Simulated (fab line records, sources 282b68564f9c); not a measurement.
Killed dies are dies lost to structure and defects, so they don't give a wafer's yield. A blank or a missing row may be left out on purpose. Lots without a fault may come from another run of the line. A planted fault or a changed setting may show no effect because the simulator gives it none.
fab line records | flow rit_cmos
record lots=14 wafers=42 last_day=7
route steps=202 shown ACTIVE@2 FOX1@21 PWELL@45 PRETRO@74 M1@202
lots that met no fault: from a run of the same line without faults
start_h: hours from the record's first day to the start of the lot's first wafer shown | wait_h: hours since the lot's step before | " the same as in the row above | L1.1+2: a row that stands for several wafers | - no value, or no start given | * or withheld: withheld | < > ~ a bound
route shown NAME@n: a module of which the file shows steps, and the number in the route of the first | usual: mean/standard deviation of fault-free wafers | same: alike in all rows | chamber/n: place in a boat | sites: the reading at each site | _std_site: their standard deviation | _edge_site: outer sites' mean less inner sites' | radius_mm: how far each site lies from the wafer's centre | mask NAME#n: copy n | behind: the tool/chamber that last shaped the wafer | hold: why the lot was held/for how many hours/how that ended | device: the transistor (n, p or np) that didn't switch | end of line: the same wafers' tests at the end of the route | a step without rows: its recipe alone | killed: dies lost to structure and defects at the first sort, not the wafer's yield | map: a wafer's dies, x killed, . not, _ none there
set.NAME: the setting as run; set.NAME@STEP: as run at that earlier step | model.NAME: the simulator's own value behind a step, which no gauge read
steps of the route over a sample of lots; a table a step, a row a wafer
services: from which hour (start_h, from the record's first day; less than 0 if before it) a tool's chamber was out of use, for how many hours, and why
## steps
# step RIT_ACTIVE_OXIDATION_01
# recipe temp_c=1000 ambient=O2 target_thk_a=468 ox_time_s=3360
# usual spike_tc_centre_C=1002.9/1.2 spike_tc_source_C=1024.2/2
# columns lot.wafer tool chamber start_h wait_h spike_tc_centre_C spike_tc_source_C
L489.2 furnace-01 0 10.12 0.1 1003.1 1021.2
L489.4 " 0 " " 1000.8 1021.7
L489.6 " 0 " " 1003.1 1022.0
L490.3 furnace-04 0 15.53 0.5 1003.9 1024.7
L490.4 " 0 " " 1005.2 1024.6
L490.5 " 0 " " 1003.1 1025.6
L492.1 furnace-04 0 25.12 0.1 1004.1 1024.3
L492.4 " 0 " " 1005.2 1023.5
L492.6 " 0 " " 1003.6 1027.1
L493.1 furnace-01 0 31.10 1.1 1001.1 1023.3
L493.3 " 0 " " 1001.5 1023.8
L493.5 " 0 " " 1002.6 1021.6
L497.3 furnace-03 0 50.82 0.8 1003.6 1025.3
L497.4 " 0 " " 1001.8 1025.5
L497.6 " 0 " " 1003.4 1026.2
L501.1 furnace-01 0 70.12 0.1 1002.2 1021.3
L501.2 " 0 " " 1003.6 1023.6
L501.6 " 0 " " 1001.2 1021.4
L502.2 furnace-03 0 75.12 0.1 1016.9 1039.4
L502.3 " 0 " " 1016.4 1039.3
L502.5 " 0 " " 1015.7 1039.7
L503.2 furnace-03 0 81.98 1.9 1015.3 1038.7
L503.3 " 0 " " 1016.3 1039.7
L503.5 " 0 " " 1016.7 1037.5
L506.1 furnace-01 0 95.15 0.1 1001.6 1024.9
L506.3 " 0 " " 1001.6 1023.3
L506.4 " 0 " " 1002.7 1023.7
L507.1 furnace-01 0 102.78 2.8 1002.1 1020.3
L507.4 " 0 " " 1001.9 1023.8
L507.5 " 0 " " 1001.4 1024.9
L508.1 furnace-04 0 105.82 0.8 1002.7 1025.9
L508.4 " 0 " " 1004.2 1026.7
L508.5 " 0 " " 1004.5 1025.1
L509.3 furnace-01 0 110.57 0.5 1005.8 1022.9
L509.4 " 0 " " 1001.9 1022.4
L509.6 " 0 " " 1001.7 1022.8
L510.1 furnace-01 0 115.31 0.3 1002.2 1023.3
L510.5 " 0 " " 1002.8 1022.0
L510.6 " 0 " " 1000.8 1022.7
L511.4 furnace-01 0 121.93 1.8 1002.0 1021.8
L511.5 " 0 " " 1002.1 1022.3
L511.6 " 0 " " 1000.8 1021.9
# step RIT_ACTIVE_THK_MEAS_02
# recipe reads=SiO2_of_ACTIVE_OXIDATION_01
# usual ACTIVE_OXIDE_THK=47.1/0.67
# columns lot.wafer tool chamber start_h wait_h ACTIVE_OXIDE_THK[nm]
L489.2 film_metro-02 - 12.06 0.0 45.9
L489.4 " - " " 46.6
L489.6 " - " " 46.1
L490.3 film_metro-01 - 17.48 0.0 46.9
L490.4 " - " " 46.6
L490.5 " - " " 46.4
L492.1 film_metro-03 - 27.05 0.0 47.5
L492.4 " - " " 46.6
L492.6 " - " " 47.0
L493.1 film_metro-02 - 33.03 0.0 47.1
L493.3 " - " " 46.9
L493.5 " - " " 46.9
L497.3 film_metro-01 - 52.78 0.0 46.6
L497.4 " - " " 46.7
L497.6 " - " " 46.6
L501.1 film_metro-01 - 72.05 0.0 47.8
L501.2 " - " " 47.1
L501.6 " - " " 47.5
L502.2 film_metro-02 - 77.06 0.0 53.8
L502.3 " - " " 54.3
L502.5 " - " " 53.4
L503.2 film_metro-02 - 83.92 0.0 54.0
L503.3 " - " " 53.9
L503.5 " - " " 54.9
L506.1 film_metro-03 - 97.08 0.0 46.9
L506.3 " - " " 47.0
L506.4 " - " " 46.6
L507.1 film_metro-02 - 104.71 0.0 47.2
L507.4 " - " " 47.2
L507.5 " - " " 47.7
L508.1 film_metro-02 - 107.76 0.0 47.3
L508.4 " - " " 47.7
L508.5 " - " " 47.8
L509.3 film_metro-01 - 112.53 0.0 47.3
L509.4 " - " " 46.7
L509.6 " - " " 46.8
L510.1 film_metro-03 - 117.24 0.0 47.5
L510.5 " - " " 47.3
L510.6 " - " " 46.9
L511.4 film_metro-01 - 123.89 0.0 47.3
L511.5 " - " " 47.8
L511.6 " - " " 47.0
# step RIT_FOX1_THK_MEAS_01
# recipe reads=SiO2_of_FOX1_OXIDATION_00
# usual FOX1_OXIDE_THK=353/7
# columns lot.wafer tool chamber start_h wait_h FOX1_OXIDE_THK[nm]
L489.2 film_metro-03 - 17.31 0.0 352
L489.4 " - " " 352
L489.6 " - " " 355
L490.3 film_metro-03 - 23.72 0.0 351
L490.4 " - " " 357
L490.5 " - " " 355
L492.1 film_metro-03 - 33.40 0.0 352
L492.4 " - " " 351
L492.6 " - " " 355
L493.1 film_metro-04 - 39.19 0.0 363
L493.3 " - " " 358
L493.5 " - " " 361
L497.3 film_metro-03 - 57.57 0.0 346
L497.4 " - " " 340
L497.6 " - " " 346
L501.1 film_metro-04 - 78.37 0.0 353
L501.2 " - " " 352
L501.6 " - " " 352
L502.2 film_metro-03 - 83.73 0.0 352
L502.3 " - " " 353
L502.5 " - " " 348
L503.2 film_metro-04 - 88.72 0.0 358
L503.3 " - " " 357
L503.5 " - " " 356
L506.1 film_metro-04 - 104.75 0.0 347
L506.3 " - " " 355
L506.4 " - " " 355
L507.1 film_metro-02 - 109.50 0.0 357
L507.4 " - " " 359
L507.5 " - " " 362
L508.1 film_metro-04 - 113.82 0.0 352
L508.4 " - " " 350
L508.5 " - " " 350
L509.3 film_metro-03 - 118.58 0.0 363
L509.4 " - " " 357
L509.6 " - " " 360
L510.1 film_metro-04 - 123.48 0.0 357
L510.5 " - " " 360
L510.6 " - " " 356
L511.4 film_metro-03 - 128.94 0.0 347
L511.5 " - " " 347
L511.6 " - " " 355
# step RIT_PWELL_OVL_MEAS_06
# usual PWELL_OVL=1.3/1.3
# columns lot.wafer tool chamber start_h wait_h PWELL_OVL[nm]
L489.2 overlay-01 - 22.53 - 0.5
L489.4 " - " " -1.6
L489.6 " - " " 0.8
L490.3 overlay-01 - 28.63 - -1.2
L490.4 " - " " 0.0
L490.5 " - " " -0.1
L492.1 overlay-02 - 39.39 - 2.7
L492.4 " - " " 2.6
L492.6 " - " " 2.2
L493.1 overlay-02 - 44.18 - 3.3
L493.3 " - " " 1.8
L493.5 " - " " 2.3
L497.3 overlay-02 - 62.89 - -0.4
L497.4 " - " " -0.1
L497.6 " - " " 0.0
L501.1 overlay-02 - 83.42 - 1.6
L501.2 " - " " 2.4
L501.6 " - " " 1.2
L502.2 overlay-02 - 88.92 - 2.3
L502.3 " - " " 2.9
L502.5 " - " " 1.9
L503.2 overlay-02 - 93.82 - 3.3
L503.3 " - " " 2.6
L503.5 " - " " 3.2
L506.1 overlay-02 - 109.91 - 4.0
L506.3 " - " " 2.4
L506.4 " - " " 2.9
L507.1 overlay-01 - 115.39 - 0.6
L507.4 " - " " -0.4
L507.5 " - " " -0.5
L508.1 overlay-02 - 118.80 - 0.4
L508.4 " - " " -0.2
L508.5 " - " " -0.3
L509.3 overlay-01 - 123.57 - 2.3
L509.4 " - " " 0.9
L509.6 " - " " 0.2
L510.1 overlay-02 - 128.54 - -0.1
L510.5 " - " " 0.1
L510.6 " - " " 0.1
L511.4 overlay-01 - 133.91 - 2.2
L511.5 " - " " 2.8
L511.6 " - " " 3.5
# step RIT_PRETRO_TW_MEAS_10
# usual PRETRO_TW=471/3.2
# columns lot.wafer tool chamber start_h wait_h PRETRO_TW
L489.2 film_metro-03 - 32.27 0.1 469
L489.4 " - " " 469
L489.6 " - " " 466
L490.3 film_metro-02 - 38.02 0.1 476
L490.4 " - " " 474
L490.5 " - " " 475
L492.1 film_metro-02 - 49.57 0.1 474
L492.4 " - " " 473
L492.6 " - " " 475
L493.1 film_metro-02 - 54.23 0.1 473
L493.3 " - " " 473
L493.5 " - " " 473
L497.3 film_metro-04 - 71.93 0.1 472
L497.4 " - " " 473
L497.6 " - " " 472
L501.1 film_metro-03 - 93.29 0.1 467
L501.2 " - " " 471
L501.6 " - " " 468
L502.2 film_metro-02 - 98.72 0.1 473
L502.3 " - " " 477
L502.5 " - " " 476
L503.2 film_metro-02 - 103.18 0.1 476
L503.3 " - " " 477
L503.5 " - " " 473
L506.1 film_metro-04 - 120.58 0.1 470
L506.3 " - " " 471
L506.4 " - " " 469
L507.1 film_metro-04 - 125.71 0.1 473
L507.4 " - " " 472
L507.5 " - " " 469
L508.1 film_metro-03 - 128.41 0.1 467
L508.4 " - " " 469
L508.5 " - " " 468
L509.3 film_metro-04 - 133.07 0.1 470
L509.4 " - " " 470
L509.6 " - " " 468
L510.1 film_metro-04 - 138.54 0.1 472
L510.5 " - " " 471
L510.6 " - " " 471
L511.4 film_metro-03 - 143.86 0.1 468
L511.5 " - " " 469
L511.6 " - " " 468
# step RIT_M1_PROBE_99
# usual killed_at_contacts=0.1/0.23 killed_at_front_end=6/3.2 killed_dies=7/3.2 killed_open=3.4/1.8 killed_short=3.2/2.3
# same gross_dies=264 killed_at_M0_to_M3=0 killed_at_M4_up=0 killed_at_back_side=0 killed_at_other=0
# columns lot.wafer tool chamber start_h wait_h killed_at_contacts killed_at_front_end killed_dies killed_open killed_short
L489.2 prober-01 - 59.08 0.1 0 4 4 3 1
L489.4 prober-01 - 59.18 0.2 0 2 2 1 1
L489.6 prober-01 - 59.28 0.2 0 6 6 3 3
L490.3 prober-02 - 63.75 0.2 0 16 16 6 10
L490.4 prober-02 - 63.80 0.2 0 11 11 8 3
L490.5 prober-02 - 63.85 0.2 0 5 5 3 2
L492.1 prober-02 - 76.72 0.1 0 8 8 4 4
L492.4 prober-02 - 76.87 0.2 0 3 3 1 2
L492.6 prober-02 - 76.97 0.2 0 4 4 2 2
L493.1 prober-01 - 79.11 0.1 0 13 13 4 9
L493.3 prober-01 - 79.21 0.2 0 7 7 3 4
L493.5 prober-01 - 79.31 0.2 0 6 6 4 2
L497.3 prober-01 - 98.99 0.2 0 4 4 2 2
L497.4 prober-01 - 99.04 0.2 0 7 7 3 4
L497.6 prober-01 - 99.14 0.2 0 1 1 1 0
L501.1 prober-01 - 120.26 0.1 0 9 9 3 6
L501.2 prober-01 - 120.31 0.1 0 7 7 5 2
L501.6 prober-01 - 120.51 0.2 0 4 4 4 0
L502.2 prober-02 - 128.08 0.1 0 6 6 6 0
L502.3 prober-02 - 128.13 0.2 0 5 5 3 2
L502.5 prober-02 - 128.23 0.2 0 2 2 2 0
L503.2 prober-01 - 131.00 0.1 0 2 2 1 1
L503.3 prober-01 - 131.05 0.2 0 5 5 2 3
L503.5 prober-01 - 131.15 0.2 0 11 11 4 7
L506.1 prober-02 - 148.46 0.1 0 13 13 6 7
L506.3 prober-02 - 148.56 0.2 0 12 12 5 7
L506.4 prober-02 - 148.61 0.2 0 8 8 5 3
L507.1 prober-01 - 151.50 0.1 0 4 4 3 1
L507.4 prober-01 - 151.65 0.2 0 6 6 1 5
L507.5 prober-01 - 151.70 0.2 1 4 5 4 1
L508.1 prober-02 - 154.39 0.1 0 7 7 1 6
L508.4 prober-02 - 154.54 0.2 0 8 8 7 1
L508.5 prober-02 - 154.59 0.2 0 12 12 5 7
L509.3 prober-01 - 160.05 0.2 0 6 6 2 4
L509.4 prober-01 - 160.10 0.2 0 3 3 1 2
L509.6 prober-01 - 160.20 0.2 1 6 7 1 6
L510.1 prober-02 - 167.27 0.1 0 7 7 3 4
L510.5 prober-02 - 167.47 0.2 0 10 10 7 3
L510.6 prober-02 - 167.52 0.2 0 4 4 2 2
L511.4 prober-01 - 173.45 0.2 0 2 2 1 1
L511.5 prober-01 - 173.50 0.2 0 9 9 7 2
L511.6 prober-01 - 173.55 0.2 0 13 13 4 9
# killed by level:class
L489.2 GATE:geometric_particle:open=2 GATE:geometric_particle:short=1 REOX:geometric_particle:open=1
L489.4 FOX2:geometric_particle:open=1 GATE:geometric_particle:short=1
L489.6 GATE:geometric_particle:open=1 GATE:geometric_particle:short=1 REOX:geometric_particle:open=1 SPACER:geometric_particle:short=1 SILICIDE:geometric_particle:short=1 SILICIDE:geometric_particle:open=1
L490.3 SILICIDE:geometric_particle:short=5 SILICIDE:geometric_particle:open=3 FOX1:geometric_particle:short=2 REOX:geometric_particle:short=2 FOX1:geometric_particle:open=1 FOX2:geometric_particle:short=1 GATE:geometric_particle:open=1 REOX:geometric_particle:open=1
L490.4 GATE:geometric_particle:open=4 REOX:geometric_particle:open=2 FOX1:geometric_particle:short=1 REOX:geometric_particle:short=1 SPACER:geometric_particle:open=1 SILICIDE:geometric_particle:short=1 SILICIDE:geometric_particle:open=1
L490.5 FOX1:geometric_particle:open=1 FOX1:geometric_particle:short=1 GATE:geometric_particle:short=1 REOX:geometric_particle:open=1 SPACER:geometric_particle:open=1
L492.1 GATE:geometric_particle:short=4 GATE:geometric_particle:open=3 REOX:geometric_particle:open=1
L492.4 FOX1:geometric_particle:short=1 REOX:geometric_particle:short=1 REOX:geometric_particle:open=1
L492.6 GATE:geometric_particle:short=1 GATE:geometric_particle:open=1 SPACER:geometric_particle:open=1 SILICIDE:geometric_particle:short=1
L493.1 GATE:geometric_particle:short=5 GATE:geometric_particle:open=3 FOX1:geometric_particle:short=2 SILICIDE:geometric_particle:short=2 FOX1:geometric_particle:open=1
L493.3 GATE:geometric_particle:open=2 SPACER:geometric_particle:short=2 FOX1:geometric_particle:open=1 FOX1:geometric_particle:short=1 GATE:geometric_particle:short=1
L493.5 GATE:geometric_particle:short=2 SILICIDE:geometric_particle:open=2 GATE:geometric_particle:open=1 REOX:geometric_particle:open=1
L497.3 GATE:geometric_particle:short=1 GATE:geometric_particle:open=1 REOX:geometric_particle:short=1 REOX:geometric_particle:open=1
L497.4 FOX2:geometric_particle:open=2 SPACER:geometric_particle:short=2 FOX2:geometric_particle:short=1 REOX:geometric_particle:short=1 SPACER:geometric_particle:open=1
L497.6 GATE:geometric_particle:open=1
L501.1 FOX1:geometric_particle:short=2 FOX2:geometric_particle:open=2 GATE:geometric_particle:short=2 FOX1:geometric_particle:open=1 FOX2:geometric_particle:short=1 REOX:geometric_particle:short=1
L501.2 FOX1:geometric_particle:open=2 FOX2:geometric_particle:open=1 GATE:geometric_particle:open=1 GATE:geometric_particle:short=1 REOX:geometric_particle:short=1 SPACER:geometric_particle:open=1
L501.6 GATE:geometric_particle:open=2 REOX:geometric_particle:open=1 SILICIDE:geometric_particle:open=1
L502.2 FOX1:geometric_particle:open=3 GATE:geometric_particle:open=1 SPACER:geometric_particle:open=1 SILICIDE:geometric_particle:open=1
L502.3 FOX1:geometric_particle:short=1 GATE:geometric_particle:short=1 GATE:geometric_particle:open=1 REOX:geometric_particle:open=1 SPACER:geometric_particle:open=1
L502.5 SPACER:geometric_particle:open=1 SILICIDE:geometric_particle:open=1
L503.2 REOX:geometric_particle:short=1 REOX:geometric_particle:open=1
L503.3 GATE:geometric_particle:short=2 FOX2:geometric_particle:short=1 GATE:geometric_particle:open=1 SILICIDE:geometric_particle:open=1
L503.5 REOX:geometric_particle:short=3 FOX1:geometric_particle:short=1 FOX2:geometric_particle:short=1 FOX2:geometric_particle:open=1 GATE:geometric_particle:open=1 GATE:geometric_particle:short=1 REOX:geometric_particle:open=1 SPACER:geometric_particle:short=1
L506.1 SPACER:geometric_particle:short=4 GATE:geometric_particle:open=3 FOX1:geometric_particle:short=2 FOX1:geometric_particle:open=2 GATE:geometric_particle:short=1 SPACER:geometric_particle:open=1
L506.3 FOX1:geometric_particle:open=2 GATE:geometric_particle:short=2 GATE:geometric_particle:open=2 SPACER:geometric_particle:short=2 FOX1:geometric_particle:short=1 REOX:geometric_particle:short=1 SILICIDE:geometric_particle:open=1 SILICIDE:geometric_particle:short=1
L506.4 GATE:geometric_particle:short=3 GATE:geometric_particle:open=2 FOX1:geometric_particle:open=1 REOX:geometric_particle:open=1 SPACER:geometric_particle:open=1
L507.1 GATE:geometric_particle:open=2 REOX:geometric_particle:short=1 SILICIDE:geometric_particle:open=1
L507.4 GATE:geometric_particle:short=3 FOX1:geometric_particle:short=1 FOX1:geometric_particle:open=1 SPACER:geometric_particle:short=1
L507.5 REOX:geometric_particle:open=2 FOX1:geometric_particle:open=1 GATE:geometric_particle:open=1 CONTACT:geometric_particle:short=1
L508.1 GATE:geometric_particle:short=2 REOX:geometric_particle:short=2 FOX2:geometric_particle:open=1 SPACER:geometric_particle:short=1 SILICIDE:geometric_particle:short=1
L508.4 REOX:geometric_particle:open=3 GATE:geometric_particle:open=2 FOX1:geometric_particle:open=1 SPACER:geometric_particle:open=1 SILICIDE:geometric_particle:short=1
L508.5 GATE:geometric_particle:short=5 GATE:geometric_particle:open=4 REOX:geometric_particle:short=2 SPACER:geometric_particle:open=1
L509.3 FOX1:geometric_particle:short=3 FOX1:geometric_particle:open=1 FOX2:geometric_particle:short=1 REOX:geometric_particle:open=1
L509.4 GATE:geometric_particle:open=1 GATE:geometric_particle:short=1 SILICIDE:geometric_particle:short=1
L509.6 GATE:geometric_particle:short=2 SILICIDE:geometric_particle:short=2 FOX1:geometric_particle:short=1 SILICIDE:geometric_particle:open=1 CONTACT:geometric_particle:short=1
L510.1 GATE:geometric_particle:short=3 GATE:geometric_particle:open=2 FOX2:geometric_particle:open=1 SILICIDE:geometric_particle:short=1
L510.5 GATE:geometric_particle:open=6 FOX1:geometric_particle:short=1 FOX1:geometric_particle:open=1 GATE:geometric_particle:short=1 SPACER:geometric_particle:short=1
L510.6 FOX1:geometric_particle:short=1 FOX2:geometric_particle:short=1 GATE:geometric_particle:open=1 SPACER:geometric_particle:open=1
L511.4 GATE:geometric_particle:open=1 SPACER:geometric_particle:short=1
L511.5 GATE:geometric_particle:open=4 GATE:geometric_particle:short=2 REOX:geometric_particle:open=1 SPACER:geometric_particle:open=1 SILICIDE:geometric_particle:open=1
L511.6 GATE:geometric_particle:short=5 FOX1:geometric_particle:short=3 FOX1:geometric_particle:open=2 GATE:geometric_particle:open=2 SPACER:geometric_particle:short=1
## services
# columns tool chamber start_h hours kind
furnace-03 - 25.42 3.8 repair
furnace-01 - 34.11 3.3 pm
## key
first_sign step=RIT_ACTIVE_OXIDATION_01 reading=spike_tc_centre_C direction=up sigmas=11 usual=1002.9 struck=1016.2
effect step=RIT_ACTIVE_OXIDATION_01 reading=spike_tc_source_C direction=up sigmas=7.5 usual=1024.2 struck=1039.1
effect step=RIT_ACTIVE_THK_MEAS_02 reading=ACTIVE_OXIDE_THK direction=up sigmas=10 usual=47.1 struck=54.1
met_at RIT_ACTIVE_OXIDATION_01
struck_lots L502,L503
tester_left_out L502,L503
not_acting_at RIT_FOX1_THK_MEAS_01,RIT_PWELL_OVL_MEAS_06,RIT_PRETRO_TW_MEAS_10
onset_between 50.82 75.12
fault kind=process_parameter_drift tool=furnace-03 chamber=- onset_h=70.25 steps=RIT_ACTIVE_OXIDATION_01 channel=temp_c offset=* shape=step end_h=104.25 acts_in=* stated=*
# tester_left_out: of these lots the tester's yield and bins aren't shown, on N5 and GAA mostly nor the transistor test; their killed dies are dies lost to structure and defects alone, not to doping, threshold or leakage, so they don't give the yield
